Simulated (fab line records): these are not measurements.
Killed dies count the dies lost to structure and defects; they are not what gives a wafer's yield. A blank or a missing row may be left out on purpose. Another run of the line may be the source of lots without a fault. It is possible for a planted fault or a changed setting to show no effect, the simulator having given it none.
Which of the tools did it? -- flow ritCmos -- 14 lots with 42 wafers sampled at 2 steps, on a route of 202 steps

WHAT THE GAUGES READ, wafer by wafer
No reading from a measuring or inspecting step in the record can be judged against a usual standard deviation.

WHAT TOOL EACH LOT RAN ON (gives the tool, then ch and the chambers of the sampled wafers, and finally the start)
lot,RIT_M1_STRIP_14,RIT_M1_PROBE_99
L818,"plasmaAsher-02 ch 0,1, day 3 08:01","prober-02, day 3 09:59"
L819,"plasmaAsher-02 ch 0,1, day 3 13:17","prober-01, day 3 16:00"
L820,"plasmaAsher-03 ch 0,1, day 3 18:25","prober-02, day 3 21:22"
L821,"plasmaAsher-02 ch 0,1, day 3 22:07","prober-01, day 4 00:02"
L823,"plasmaAsher-03 ch 0,1, day 4 11:22","prober-01, day 4 13:50"
L827,"plasmaAsher-01 ch 0,1, day 5 09:58","prober-01, day 5 14:07"
L828,"plasmaAsher-03 ch 0,1, day 5 11:52","prober-02, day 5 14:07"
L829,"plasmaAsher-03 ch 0,1, day 5 14:58","prober-01, day 5 19:07"
L830,"plasmaAsher-02 ch 0,1, day 5 20:00","prober-02, day 5 21:55"
L831,"plasmaAsher-01 ch 0,1, day 6 02:26","prober-01, day 6 04:39"
L832,"plasmaAsher-01 ch 0,1, day 6 11:58","prober-02, day 6 13:52"
L834,"plasmaAsher-02 ch 0,1, day 6 16:31","prober-02, day 6 18:25"
L835,"plasmaAsher-03 ch 0,1, day 6 22:22","prober-01, day 7 00:17"
L841,"plasmaAsher-03 ch 0,1, day 8 02:56","prober-01, day 8 04:52"
- RIT_M1_STRIP_14: strips in O2, time 184.4 s.
- RIT_M1_PROBE_99

AS READ BY THE TOOLS THEMSELVES (means over the sampled wafers that have a number; for cases with no such wafer, the mark the record gives instead)
RIT_M1_STRIP_14.
lot,tool,chamberPressureMTorr (mTorr),drypumpMotorCurrentA (A)
L818,plasmaAsher-02,4003,5.4
L819,plasmaAsher-02,4000,5.4
L820,plasmaAsher-03,3999,5.9
L821,plasmaAsher-02,4003,5.0
L823,plasmaAsher-03,4001,6.0
L827,plasmaAsher-01,3997,6.2
L828,plasmaAsher-03,4000,5.9
L829,plasmaAsher-03,3999,5.9
L830,plasmaAsher-02,3998,5.0
L831,plasmaAsher-01,3998,6.2
L832,plasmaAsher-01,4001,6.2
L834,plasmaAsher-02,-,-
L835,plasmaAsher-03,-,-
L841,plasmaAsher-03,3999,5.9

RIT_M1_PROBE_99.
lot,tool,defectLimitedYield (%),killedAtContacts,killedAtFrontEnd,killedDies,killedOpen,killedShort,sort_bin_3_pad_short (%),sort_bin_5_function (%),sort_bin_6_memory (%),sortNPass,sortYieldPct (%)
L818,prober-02,97.0,0.0,8,8,4.3,3.7,0.0,1.8,1.3,256,97.0
L819,prober-01,96.4,0.0,9,9,4.0,5.3,0.0,1.9,1.6,255,96.4
L820,prober-02,97.8,0.0,6,6,3.3,2.3,0.0,1.7,0.5,258,97.8
L821,prober-01,97.1,0.0,8,8,5.0,2.7,0.3,1.8,0.9,256,97.1
L823,prober-01,98.5,0.0,4,4,1.0,3.0,0.1,1.0,0.4,260,98.5
L827,prober-01,97.1,0.3,7,8,4.7,3.0,0.0,1.6,1.3,256,97.1
L828,prober-02,97.2,0.0,7,7,4.0,3.3,0.1,1.1,1.5,257,97.2
L829,prober-01,97.2,0.0,7,7,2.7,4.7,0.1,2.0,0.6,257,97.2
L830,prober-02,97.7,0.0,6,6,2.7,3.3,0.1,1.6,0.5,258,97.7
L831,prober-01,98.0,0.0,5,5,3.3,2.0,0.1,1.1,0.8,259,98.0
L832,prober-02,96.2,0.0,10,10,5.0,5.0,0.1,1.9,1.8,254,96.2
L834,prober-02,98.2,0.0,5,5,2.7,2.0,0.1,1.0,0.7,259,98.2
L835,prober-01,98.0,0.0,5,5,2.0,3.3,0.3,1.3,0.5,259,98.0
L841,prober-01,96.0,0.0,11,11,5.7,5.0,0.4,1.9,1.8,253,96.0

THE ANSWER, worked out from the rows above alone
Rule: usual is defined by the lots themselves. Put in order of their means at a reading, lots are off if they are a third of the lots or fewer, leave a main group of 4 or more, and stand apart from it by a gap of 3 or more times the standard deviation of the main group's means; of several such gaps the widest counts. A main group is skipped when, at the precision printed for the reading in the tables above, its means are all equal. A lot without any number at a reading at which 4 lots or more have one is off too. All remaining lots with rows at the step are treated as sound. The gauges are gone through in route order, then the tools' own readings, and for those a lot's mean is taken as printed above. The first step at which some lot is off is used, and at that step the reading that is off furthest; a lot without a number counts as furthest.
Off: L834, L835, at RIT_M1_STRIP_14 (chamberPressureMTorr). Without a number there: L834, L835. Main group: mean 4000 mTorr, sd 1.8.
If a tool, at that step or one of the process steps before it, ran each lot that is off and ran no sound lot following the first of them, it fits. No candidate that was tried fits.

WHAT THE SIMULATOR PUT IN
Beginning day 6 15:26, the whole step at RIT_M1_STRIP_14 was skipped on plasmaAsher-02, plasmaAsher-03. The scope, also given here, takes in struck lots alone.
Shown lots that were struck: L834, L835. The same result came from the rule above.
